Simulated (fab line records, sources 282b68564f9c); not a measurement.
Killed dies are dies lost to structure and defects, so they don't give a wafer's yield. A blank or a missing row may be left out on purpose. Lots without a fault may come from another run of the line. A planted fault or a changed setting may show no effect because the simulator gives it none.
Split-lot experiment | flow rit_cmos | 5 lots, 23 wafers read, on a route of 202 steps

THE SPLIT
At RIT_M1_DEVELOP_08 (develop time 68 s), the setting develop_time_s was moved away from the recipe's 68 s on 9 of the 23 wafers read, by -6.0% to -4.6%. The other wafers ran this setting at the recipe's value.

The file shows no step between the split and the reading.

THE READING
cd_nm, in nm, at RIT_M1_CD_MEAS_09 (target cd 2600 nm). Fault-free wafers of this fab line usually give 2599.7 nm, standard deviation 1.7 nm.

wafer  | tool, chamber at the split | develop_time_s as run, s | against the recipe | cd_nm, nm | against lot-mates on the recipe
L076.1 | litho_track-04, 0          | 68                       | recipe             | 2599.6    | -
L076.2 | litho_track-04, 0          | 68                       | recipe             | 2600.0    | -
L076.4 | litho_track-04, 0          | 64.32                    | -5.4%              | 2605.9    | +6.6
L076.5 | litho_track-04, 0          | 68                       | recipe             | 2598.4    | -
L076.6 | litho_track-04, 0          | 64.32                    | -5.4%              | 2602.8    | +3.5
L077.1 | litho_track-01, 0          | 68                       | recipe             | 2601.6    | -
L077.2 | litho_track-01, 0          | 63.94                    | -6.0%              | 2605.5    | +3.9
L077.3 | litho_track-01, 0          | 63.94                    | -6.0%              | 2608.7    | +7.1
L077.4 | litho_track-01, 0          | 68                       | recipe             | 2600.5    | -
L077.5 | litho_track-01, 0          | 68                       | recipe             | 2602.6    | -
L079.2 | litho_track-03, 0          | 68                       | recipe             | 2604.7    | -
L079.3 | litho_track-03, 0          | 68                       | recipe             | 2602.7    | -
L079.5 | litho_track-03, 0          | 68                       | recipe             | 2602.5    | -
L080.1 | litho_track-03, 0          | 68                       | recipe             | 2597.6    | -
L080.2 | litho_track-03, 0          | 64.07                    | -5.8%              | 2604.9    | +6.8
L080.3 | litho_track-03, 0          | 68                       | recipe             | 2598.7    | -
L080.4 | litho_track-03, 0          | 64.07                    | -5.8%              | 2604.7    | +6.6
L080.6 | litho_track-03, 0          | 64.07                    | -5.8%              | 2603.9    | +5.8
L081.1 | litho_track-03, 0          | 68                       | recipe             | 2596.0    | -
L081.2 | litho_track-03, 0          | 68                       | recipe             | 2599.2    | -
L081.3 | litho_track-03, 0          | 68                       | recipe             | 2597.1    | -
L081.5 | litho_track-03, 0          | 64.89                    | -4.6%              | 2602.9    | +5.5
L081.6 | litho_track-03, 0          | 64.89                    | -4.6%              | 2602.7    | +5.3

THE FIT
A straight line over all 23 wafers: cd_nm changes by -0.859 nm for each +1% of develop_time_s; r = -0.74; the points scatter about the line by 2.2 nm.
The same after taking each lot's own level away (the mean of its wafers on the recipe; 23 wafers): -1.02 nm for each +1%; r = -0.93; scatter 1.1 nm.
On that fit, the largest move of develop_time_s shifts the reading by 6.1 nm.
The lots' own levels span 2597.43 to 2603.30 nm, that is 3.5 times the standard deviation above.
So the lot-to-lot level blurs the effect unless lot-mates are compared.
Check: with one of the wafers moved furthest among these (-6.0%) left out of the fit, the line predicts +6.47 nm for it against its lot-mates. It came out at +3.93 nm against them.

OTHER SPLITS ON THESE WAFERS
These wafers also went through other splits before the reading. Each is held against what the fit with the lots' levels taken away leaves over:
other split on the same wafers | wafers away from the commonest value | r with cd_nm (lot level and that fit taken away)
RIT_PSD_SOFTBAKE_02 temp_c     | 8                                    | -0.25
RIT_CONTACT_ETCH_11 time_s     | 8                                    | -0.07

THE FILE'S OWN FIT
cd_nm changes by -1.02 nm for each +1% of develop_time_s, r = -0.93.
